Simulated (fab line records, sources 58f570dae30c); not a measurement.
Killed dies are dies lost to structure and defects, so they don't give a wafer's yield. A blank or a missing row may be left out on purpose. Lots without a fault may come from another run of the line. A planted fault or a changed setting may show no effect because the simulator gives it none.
fab line records | flow berkeley_cmos170
record lots=5 wafers=23
route steps=331 shown NSD@191 SILICIDE@211 CONTACT@229 V1@254
start_h: hours from the record's first day to the start of the lot's first wafer shown | wait_h: hours since the lot's step before | " the same as in the row above | L1.1+2: a row that stands for several wafers | - no value, or no start given | * or withheld: withheld | < > ~ a bound
route shown NAME@n: a module of which the file shows steps, and the number in the route of the first | usual: mean/standard deviation of fault-free wafers | same: alike in all rows | chamber/n: place in a boat | sites: the reading at each site | _std_site: their standard deviation | _edge_site: outer sites' mean less inner sites' | radius_mm: how far each site lies from the wafer's centre | mask NAME#n: copy n | behind: the tool/chamber that last shaped the wafer | hold: why the lot was held/for how many hours/how that ended | device: the transistor (n, p or np) that didn't switch | end of line: the same wafers' tests at the end of the route | a step without rows: its recipe alone | killed: dies lost to structure and defects at the first sort, not the wafer's yield | map: a wafer's dies, x killed, . not, _ none there
set.NAME: the setting as run; set.NAME@STEP: as run at that earlier step | model.NAME: the simulator's own value behind a step, which no gauge read
lots whose settings were changed on purpose; a table a step, a row a wafer
## steps
# step UCB170_NSD_PEB_04
# recipe peb_temp_c=130 peb_time_s=withheld resist=KrF
# columns lot.wafer tool chamber start_h wait_h set.peb_temp_c
L077.1+3 litho_track-02 0 168.55 0.8 131.4
L077.2+4+5 " 0 " " 130
L074.1+4 litho_track-02 0 168.82 0.7 126.8
L074.2+3+5 " 0 " " 130
L079.2+4+5 litho_track-04 0 194.26 0.7 130
L078.2+3+4+5+6 litho_track-04 0 194.54 0.8 130
L083.1+4 litho_track-04 0 207.34 0.3 131.7
L083.2+3+6 " 0 " " 130
# step UCB170_NSD_DEVELOP_05
# recipe developer=TMAH develop_time_s=45 resist=KrF dev_temp_c=21
# step UCB170_NSD_CD_MEAS_06
# recipe target_cd_nm=1200
# usual cd_nm=1201.1/1.7
# columns lot.wafer tool chamber start_h wait_h set.peb_temp_c@NSD_PEB_04 cd_nm
L077.1 cd_sem-01 - 168.82 - 131.4 1211.3
L077.2 " - " " 130 1200.5
L077.3 " - " " 131.4 1209.9
L077.4 " - " " 130 1200.7
L077.5 " - " " 130 1201.6
L074.1 cd_sem-01 - 169.10 - 126.8 1176.1
L074.2 " - " " 130 1200.7
L074.3 " - " " 130 1199.1
L074.4 " - " " 126.8 1174.4
L074.5 " - " " 130 1199.8
L079.2 cd_sem-01 - 194.53 - 130 1200.7
L079.4 " - " " 130 1202.9
L079.5 " - " " 130 1203.3
L078.2 cd_sem-02 - 194.81 - 130 1202.4
L078.3 " - " " 130 1205.0
L078.4 " - " " 130 1204.0
L078.5 " - " " 130 1203.9
L078.6 " - " " 130 1202.7
L083.1 cd_sem-01 - 207.61 - 131.7 1210.7
L083.2 " - " " 130 1202.7
L083.3 " - " " 130 1201.8
L083.4 " - " " 131.7 1211.6
L083.6 " - " " 130 1200.4
# step UCB170_NSD_IMPLANT_08
# recipe species=P dose_cm2=3e+15 energy_kev=40 tilt_deg=7
# step UCB170_NSD_STRIP_09
# recipe chemistry=O2 power_w=400 pressure_mtorr=3500 platen_temp_c=withheld o2_flow_sccm=400 overash_fraction=0.5
# usual strip_time_to_endpoint_s=35.85/0.092
# columns lot.wafer tool chamber start_h wait_h set.resist_thk_nm@NSD_COAT_01 strip_time_to_endpoint_s
L077.1 plasma_asher-03 1 169.13 0.1 900 35.90
L077.2 " 0 " " 900 35.90
L077.3 " 1 " " 900 35.85
L077.4 " 0 " " 900 35.85
L077.5 " 1 " " 900 35.86
L074.1 plasma_asher-03 1 169.41 0.1 900 35.81
L074.2 " 0 " " 900 35.87
L074.3 " 1 " " 942.1 36.86
L074.4 " 0 " " 942.1 36.92
L074.5 " 1 " " 942.1 36.90
L079.2 plasma_asher-03 1 194.82 0.1 900 35.73
L079.4 " 0 " " 900 35.69
L079.5 " 1 " " 900 35.75
L078.2 plasma_asher-02 0 195.10 0.1 930.5 36.62
L078.3 " 0 " " 900 35.82
L078.4 " 1 " " 900 35.83
L078.5 " 0 " " 930.5 36.61
L078.6 " 1 " " 930.5 36.65
L083.1 plasma_asher-03 0 207.92 0.1 900 35.82
L083.2 " 1 " " 900 35.92
L083.3 " 1 " " 900 35.90
L083.4 " 0 " " 900 35.88
L083.6 " 0 " " 900 35.85
# step UCB170_SILICIDE_SPUTTER_01
# recipe material=Ti target_thk_nm=30 time_s=25 power_w=1500 chamber_pressure_pa=0.5
# columns lot.wafer tool chamber start_h wait_h set.time_s model.Ti_of_SILICIDE_SPUTTER_01.thk_nm
L074.1 pvd_sputter-01 - 172.98 0.0 25 30.09
L074.2 " - " " 25 30.1
L074.3 " - " " 25 30.07
L074.4 " - " " 25 30.34
L074.5 " - " " 25 30.33
L077.1 pvd_sputter-01 - 173.46 0.0 25 30.38
L077.2 " - " " 25 30.34
L077.3 " - " " 25 30.43
L077.4 " - " " 25 30.55
L077.5 " - " " 25 30.54
L079.2 pvd_sputter-01 - 197.16 0.0 25 30.05
L079.4 " - " " 25 30.17
L079.5 " - " " 25 30.28
L078.2 pvd_sputter-04 - 197.46 0.0 25 30.58
L078.3 " - " " 27.64 33.59
L078.4 " - " " 25 29.89
L078.5 " - " " 25 30.54
L078.6 " - " " 27.64 33.87
L083.1 pvd_sputter-01 - 210.13 0.0 25 29.92
L083.2 " - " " 23.3 28.01
L083.3 " - " " 25 30.19
L083.4 " - " " 23.3 28.04
L083.6 " - " " 25 29.9
# step UCB170_SILICIDE_RS_MEAS_02
# recipe thk_meas_gauge=four-point-probe reads=Ti_of_SILICIDE_SPUTTER_01
# usual SILICIDE_TI_RS=26.0/0.31
# columns lot.wafer tool chamber start_h wait_h set.time_s@SILICIDE_SPUTTER_01 SILICIDE_TI_RS[ohm/sq]
L074.1 film_metro-01 - 173.04 0.0 25 26.1
L074.2 " - " " 25 26.1
L074.3 " - " " 25 26.1
L074.4 " - " " 25 25.8
L074.5 " - " " 25 25.8
L077.1 film_metro-02 - 173.49 0.0 25 25.7
L077.2 " - " " 25 25.8
L077.3 " - " " 25 25.7
L077.4 " - " " 25 25.6
L077.5 " - " " 25 25.6
L079.2 film_metro-04 - 197.21 0.0 25 26.0
L079.4 " - " " 25 25.9
L079.5 " - " " 25 25.9
L078.2 film_metro-02 - 197.51 0.0 25 25.5
L078.3 " - " " 27.64 22.9
L078.4 " - " " 25 26.2
L078.5 " - " " 25 25.6
L078.6 " - " " 27.64 22.7
L083.1 film_metro-04 - 210.16 0.0 25 26.2
L083.2 " - " " 23.3 28.3
L083.3 " - " " 25 25.9
L083.4 " - " " 23.3 28.3
L083.6 " - " " 25 26.2
# step UCB170_SILICIDE_THK_MEAS_03
# recipe thk_meas_gauge=xrf reads=Ti_of_SILICIDE_SPUTTER_01
# usual SILICIDE_TI_THK=30.2/0.33
# columns lot.wafer tool chamber start_h wait_h set.time_s@SILICIDE_SPUTTER_01 SILICIDE_TI_THK[nm]
L074.1 film_metro-01 - 173.16 0.1 25 30.2
L074.2 " - " " 25 30.2
L074.3 " - " " 25 30.3
L074.4 " - " " 25 30.6
L074.5 " - " " 25 30.5
L077.1 film_metro-02 - 173.61 0.1 25 30.4
L077.2 " - " " 25 30.5
L077.3 " - " " 25 30.5
L077.4 " - " " 25 30.5
L077.5 " - " " 25 30.5
L079.2 film_metro-04 - 197.32 0.1 25 30.1
L079.4 " - " " 25 30.3
L079.5 " - " " 25 30.4
L078.2 film_metro-02 - 197.62 0.1 25 30.8
L078.3 " - " " 27.64 34.0
L078.4 " - " " 25 29.9
L078.5 " - " " 25 30.6
L078.6 " - " " 27.64 34.1
L083.1 film_metro-04 - 210.28 0.1 25 30.0
L083.2 " - " " 23.3 28.1
L083.3 " - " " 25 30.3
L083.4 " - " " 23.3 28.2
L083.6 " - " " 25 30.0
# step UCB170_CONTACT_PEB_13
# recipe peb_temp_c=130 peb_time_s=withheld resist=KrF
# columns lot.wafer tool chamber start_h wait_h set.peb_temp_c
L074.1+4+5 litho_track-02 0 176.91 0.1 130
L074.2+3 " 0 " " 132.3
L077.1+2+3+4+5 litho_track-03 0 178.90 0.1 130
L079.2+4+5 litho_track-01 0 200.87 0.1 130
L078.2+4 litho_track-02 0 201.19 0.1 130
L078.3+5+6 " 0 " " 131.5
L083.1+3+4 litho_track-02 0 216.70 0.5 130
L083.2+6 " 0 " " 128.1
# step UCB170_CONTACT_DEVELOP_14
# recipe developer=TMAH develop_time_s=45 resist=KrF dev_temp_c=21
# step UCB170_CONTACT_CD_MEAS_15
# recipe target_cd_nm=700
# usual cd_nm=700.3/1.6
# columns lot.wafer tool chamber start_h wait_h set.peb_temp_c@CONTACT_PEB_13 cd_nm
L074.1 cd_sem-01 - 177.18 - 130 700.4
L074.2 " - " " 132.3 713.4
L074.3 " - " " 132.3 714.7
L074.4 " - " " 130 699.8
L074.5 " - " " 130 701.9
L077.1 cd_sem-02 - 179.23 - 130 696.9
L077.2 " - " " 130 697.8
L077.3 " - " " 130 697.1
L077.4 " - " " 130 697.4
L077.5 " - " " 130 697.8
L079.2 cd_sem-02 - 201.14 - 130 700.5
L079.4 " - " " 130 703.7
L079.5 " - " " 130 700.9
L078.2 cd_sem-01 - 201.46 - 130 702.7
L078.3 " - " " 131.5 711.2
L078.4 " - " " 130 702.5
L078.5 " - " " 131.5 711.6
L078.6 " - " " 131.5 710.9
L083.1 cd_sem-02 - 216.98 - 130 700.9
L083.2 " - " " 128.1 687.9
L083.3 " - " " 130 701.2
L083.4 " - " " 130 701.9
L083.6 " - " " 128.1 688.2
# step UCB170_CONTACT_ETCH_17
# recipe chemistry=N2/H2 target_depth_a=withheld overetch_a=withheld target=BARC time_s=withheld source_w=500 bias_w=100 pressure_mtorr=30 n2_flow_sccm=100 h2_flow_sccm=200
# columns lot.wafer tool chamber start_h wait_h set.peb_temp_c@CONTACT_PEB_13 model.CONTACT.cd_nm
L074.1+4 rie_diel-01 0,2 177.34 0.0 130 699.3
L074.2 " 3 " " 132.3 713.8
L074.3 " 1 " " 132.3 714.1
L074.5 " 2 " " 130 701.6
L077.1 rie_diel-02 3 179.38 0.0 130 696.5
L077.2 " 1 " " 130 697.1
L077.3 " 2 " " 130 696.4
L077.4 " 0 " " 130 696.8
L077.5 " 0 " " 130 697.3
L079.2 rie_diel-04 0 201.27 0.0 130 699.8
L079.4 " 1 " " 130 703.8
L079.5 " 1 " " 130 700.7
L078.2 rie_diel-02 0 201.59 0.0 130 701.6
L078.3+5 " 1,2 " " 131.5 710.8
L078.4 " 2 " " 130 702.2
L078.6 " 1 " " 131.5 711.1
L083.1 rie_diel-01 0 217.14 0.0 130 700.6
L083.2 " 2 " " 128.1 688.2
L083.3 " 1 " " 130 700.9
L083.4 " 3 " " 130 702.4
L083.6 " 3 " " 128.1 688.6
# step UCB170_CONTACT_ETCH_18
# recipe chemistry=CHF3/CF4/Ar target=PSG stop_on=TiSi2 CHF3_flow_sccm=45 cf4_flow_sccm=15 Ar_flow_sccm=150 pressure_mtorr=200 rf_w=700 target_depth_a=8400 over_etch_frac=0.2 time_s=195
# columns lot.wafer tool chamber start_h wait_h set.peb_temp_c@CONTACT_PEB_13 model.CONTACT.cd_nm
L074.1 rie_diel-01 0 - - 130 699
L074.2 " 3 " " 132.3 713.8
L074.3 " 1 " " 132.3 714.5
L074.4 " 2 " " 130 700.4
L074.5 " 2 " " 130 702.8
L077.1 rie_diel-02 3 - - 130 696.6
L077.2 " 1 " " 130 697
L077.3 " 2 " " 130 696.3
L077.4 " 0 " " 130 696.4
L077.5 " 0 " " 130 697.3
L079.2 rie_diel-04 0 - - 130 699.7
L079.4 " 1 " " 130 704
L079.5 " 1 " " 130 700.3
L078.2 rie_diel-02 0 - - 130 701.3
L078.3 " 1 " " 131.5 711.1
L078.4 " 2 " " 130 702.5
L078.5 " 2 " " 131.5 710.7
L078.6 " 1 " " 131.5 711.2
L083.1 rie_diel-01 0 - - 130 701.1
L083.2 " 2 " " 128.1 688.7
L083.3 " 1 " " 130 701.5
L083.4 " 3 " " 130 702.8
L083.6 " 3 " " 128.1 689.2
# step UCB170_CONTACT_STRIP_19
# recipe chemistry=O2 power_w=400 pressure_mtorr=3500 platen_temp_c=withheld o2_flow_sccm=400 overash_fraction=0.5
# step UCB170_CONTACT_CD_MEAS_90
# recipe target_cd_nm=700
# usual cd_nm=700.2/2
# columns lot.wafer tool chamber start_h wait_h set.peb_temp_c@CONTACT_PEB_13 cd_nm
L074.1 cd_sem-01 - 177.61 0.1 130 699.4
L074.2 " - " " 132.3 713.8
L074.3 " - " " 132.3 714.3
L074.4 " - " " 130 700.3
L074.5 " - " " 130 702.9
L077.1 cd_sem-01 - 179.65 0.1 130 696.8
L077.2 " - " " 130 697.3
L077.3 " - " " 130 696.6
L077.4 " - " " 130 696.5
L077.5 " - " " 130 697.1
L079.2 cd_sem-02 - 201.56 0.1 130 700.1
L079.4 " - " " 130 704.5
L079.5 " - " " 130 700.4
L078.2 cd_sem-01 - 201.88 0.1 130 701.1
L078.3 " - " " 131.5 711.2
L078.4 " - " " 130 702.3
L078.5 " - " " 131.5 711.2
L078.6 " - " " 131.5 711.5
L083.1 cd_sem-02 - 217.40 0.1 130 700.9
L083.2 " - " " 128.1 688.7
L083.3 " - " " 130 701.6
L083.4 " - " " 130 703.0
L083.6 " - " " 128.1 689.1
# step UCB170_V1_CVD_00
# recipe material=SiO2 target_thk_nm=2000 temp_c=390 precursor=TEOS/O2 time_s=250 rf_w=550 pressure_mtorr=9000
# columns lot.wafer tool chamber start_h wait_h set.time_s model.SiO2_of_V1_CVD_00.thk_nm
L074.1 pecvd-03 2 181.96 0.0 270.5 2132
L074.2+4 " 1,2 " " 270.5 -
L074.3 " 0 " " 250 1964
L074.5 " 0 " " 250 1999
L077.1 pecvd-03 0 184.62 0.0 250 1968
L077.2 " 1 " " 217.7 1728
L077.3 " 2 " " 250 2014
L077.4 " 1 " " 217.7 1743
L077.5 " 0 " " 250 2008
L079.2 pecvd-02 0 204.80 0.0 250 1982
L079.4 " 2 " " 250 2016
L079.5 " 0 " " 250 2028
L078.2 pecvd-03 1 206.13 0.0 250 1978
L078.3 " 0 " " 237.5 1864
L078.4 " 0 " " 250 1986
L078.5 " 1 " " 237.5 1916
L078.6 " 2 " " 250 1993
L083.1 pecvd-02 2 224.02 0.0 250 -
L083.2 " 0 " " 250 1972
L083.3 " 1 " " 250 1985
L083.4+6 " 0,2 " " 231.5 -
# step UCB170_V1_THK_MEAS_01
# recipe reads=SiO2_of_V1_CVD_00
# usual V1_TEOS_THK=1992/20
# columns lot.wafer tool chamber start_h wait_h set.time_s@V1_CVD_00 V1_TEOS_THK[nm]
L074.1 film_metro-03 - 182.11 0.1 270.5 2130
L074.2 " - " " 270.5 2141
L074.3 " - " " 250 1963
L074.4 " - " " 270.5 2166
L074.5 " - " " 250 1999
L077.1 film_metro-04 - 184.78 0.1 250 1967
L077.2 " - " " 217.7 1728
L077.3 " - " " 250 2013
L077.4 " - " " 217.7 1744
L077.5 " - " " 250 2008
L079.2 film_metro-03 - 204.97 0.1 250 1984
L079.4 " - " " 250 2017
L079.5 " - " " 250 2028
L078.2 film_metro-04 - 206.30 0.1 250 1977
L078.3 " - " " 237.5 1866
L078.4 " - " " 250 1987
L078.5 " - " " 237.5 1916
L078.6 " - " " 250 1993
L083.1 film_metro-02 - 224.18 0.1 250 1978
L083.2 " - " " 250 1973
L083.3 " - " " 250 1986
L083.4 " - " " 231.5 1843
L083.6 " - " " 231.5 1859
# step UCB170_V1_PEB_10
# recipe peb_temp_c=130 peb_time_s=withheld resist=KrF
# columns lot.wafer tool chamber start_h wait_h set.peb_temp_c
L074.1+2+3 litho_track-02 0 183.55 0.1 130
L074.4+5 " 0 " " 131.7
L077.1+2+5 litho_track-02 0 188.32 0.9 130
L077.3+4 " 0 " " 131.2
L079.2+4+5 litho_track-04 0 206.63 0.3 130
L078.2+3+6 litho_track-04 0 208.09 0.4 131.1
L078.4+5 " 0 " " 130
L083.1+2+6 litho_track-02 0 226.35 0.1 126.8
L083.3+4 " 0 " " 130
# step UCB170_V1_DEVELOP_11
# recipe developer=TMAH develop_time_s=45 resist=KrF dev_temp_c=21
# step UCB170_V1_CD_MEAS_12
# recipe target_cd_nm=700
# usual cd_nm=700.0/1.1
# columns lot.wafer tool chamber start_h wait_h set.peb_temp_c@V1_PEB_10 cd_nm
L074.1 cd_sem-02 - 183.83 - 130 700.7
L074.2 " - " " 130 700.5
L074.3 " - " " 130 700.6
L074.4 " - " " 131.7 710.5
L074.5 " - " " 131.7 710.8
L077.1 cd_sem-02 - 188.60 - 130 698.3
L077.2 " - " " 130 699.6
L077.3 " - " " 131.2 706.9
L077.4 " - " " 131.2 706.4
L077.5 " - " " 130 699.5
L079.2 cd_sem-02 - 206.90 - 130 700.5
L079.4 " - " " 130 701.4
L079.5 " - " " 130 699.5
L078.2 cd_sem-02 - 208.36 - 131.1 707.2
L078.3 " - " " 131.1 707.5
L078.4 " - " " 130 699.4
L078.5 " - " " 130 700.4
L078.6 " - " " 131.1 706.8
L083.1 cd_sem-02 - 226.63 - 126.8 675.5
L083.2 " - " " 126.8 675.9
L083.3 " - " " 130 699.5
L083.4 " - " " 130 699.1
L083.6 " - " " 126.8 674.5
# step UCB170_V1_ETCH_14
# recipe chemistry=CHF3/CF4/Ar target=SiO2 stop_on=Al CHF3_flow_sccm=45 cf4_flow_sccm=15 Ar_flow_sccm=150 pressure_mtorr=200 rf_w=700 target_depth_a=12500 over_etch_frac=0.25 time_s=291
# columns lot.wafer tool chamber start_h wait_h set.peb_temp_c@V1_PEB_10 model.V1.cd_nm
L074.1 rie_diel-02 3 183.99 0.0 130 701.2
L074.2 " 1 " " 130 700
L074.3 " 0 " " 130 701
L074.4 " 2 " " 131.7 709.4
L074.5 " 2 " " 131.7 710.1
L077.1 rie_diel-02 0 188.76 0.0 130 699.5
L077.2 " 2 " " 130 699.1
L077.3 " 3 " " 131.2 708.5
L077.4 " 1 " " 131.2 707.2
L077.5 " 3 " " 130 700.8
L079.2 rie_diel-04 1 207.04 0.0 130 699.9
L079.4 " 0 " " 130 700.9
L079.5 " 3 " " 130 699.2
L078.2 rie_diel-03 3 208.49 0.0 131.1 706.9
L078.3 " 0 " " 131.1 707.5
L078.4 " 1 " " 130 700.4
L078.5 " 3 " " 130 700.3
L078.6 " 0 " " 131.1 705.7
L083.1 rie_diel-02 1 226.78 0.0 126.8 676.4
L083.2 " 0 " " 126.8 677.6
L083.3 " 3 " " 130 700.6
L083.4 " 2 " " 130 698.9
L083.6 " 1 " " 126.8 674.8
# step UCB170_V1_STRIP_15
# recipe chemistry=O2 power_w=400 pressure_mtorr=3500 platen_temp_c=withheld o2_flow_sccm=400 overash_fraction=0.5
# step UCB170_V1_CD_MEAS_90
# recipe target_cd_nm=700
# usual cd_nm=700.1/1.3
# columns lot.wafer tool chamber start_h wait_h set.peb_temp_c@V1_PEB_10 cd_nm
L074.1 cd_sem-02 - 184.28 0.1 130 701.3
L074.2 " - " " 130 700.0
L074.3 " - " " 130 701.3
L074.4 " - " " 131.7 709.4
L074.5 " - " " 131.7 709.8
L077.1 cd_sem-01 - 189.03 0.1 130 699.5
L077.2 " - " " 130 699.2
L077.3 " - " " 131.2 708.4
L077.4 " - " " 131.2 707.1
L077.5 " - " " 130 700.6
L079.2 cd_sem-02 - 207.33 0.1 130 700.1
L079.4 " - " " 130 701.0
L079.5 " - " " 130 699.5
L078.2 cd_sem-01 - 208.79 0.1 131.1 707.0
L078.3 " - " " 131.1 707.6
L078.4 " - " " 130 700.6
L078.5 " - " " 130 700.4
L078.6 " - " " 131.1 705.5
L083.1 cd_sem-01 - 227.06 0.1 126.8 676.5
L083.2 " - " " 126.8 677.3
L083.3 " - " " 130 700.5
L083.4 " - " " 130 698.7
L083.6 " - " " 126.8 675.1
## key
split step=UCB170_NSD_PEB_04 setting=peb_temp_c stated=130 by=wafer
response step=UCB170_NSD_CD_MEAS_06 reading=cd_nm change=+9.36 per=1% r=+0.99
split step=UCB170_SILICIDE_SPUTTER_01 setting=time_s stated=25 by=wafer
response step=UCB170_SILICIDE_SPUTTER_01 reading=model.Ti_of_SILICIDE_SPUTTER_01.thk_nm change=+0.313 per=1% r=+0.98
response step=UCB170_SILICIDE_RS_MEAS_02 reading=SILICIDE_TI_RS change=-0.298 per=1% r=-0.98
response step=UCB170_SILICIDE_THK_MEAS_03 reading=SILICIDE_TI_THK change=+0.325 per=1% r=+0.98
split step=UCB170_CONTACT_PEB_13 setting=peb_temp_c stated=130 by=wafer
response step=UCB170_CONTACT_CD_MEAS_15 reading=cd_nm change=+8.02 per=1% r=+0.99
response step=UCB170_CONTACT_ETCH_17 reading=model.CONTACT.cd_nm change=+8.15 per=1% r=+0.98
response step=UCB170_CONTACT_ETCH_18 reading=model.CONTACT.cd_nm change=+8.03 per=1% r=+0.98
response step=UCB170_CONTACT_CD_MEAS_90 reading=cd_nm change=+8.09 per=1% r=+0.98
split step=UCB170_V1_CVD_00 setting=time_s stated=250 by=wafer
response step=UCB170_V1_CVD_00 reading=model.SiO2_of_V1_CVD_00.thk_nm change=+19.8 per=1% r=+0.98
response step=UCB170_V1_THK_MEAS_01 reading=V1_TEOS_THK change=+19.5 per=1% r=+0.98
split step=UCB170_V1_PEB_10 setting=peb_temp_c stated=130 by=wafer
response step=UCB170_V1_CD_MEAS_12 reading=cd_nm change=+9.12 per=1% r=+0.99
response step=UCB170_V1_ETCH_14 reading=model.V1.cd_nm change=+8.82 per=1% r=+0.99
response step=UCB170_V1_CD_MEAS_90 reading=cd_nm change=+8.73 per=1% r=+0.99
split outside_this_file step=UCB170_NSD_COAT_01 setting=resist_thk_nm
# split outside_this_file: this setting was split too, and the file shows its column; the key of that split is in another file
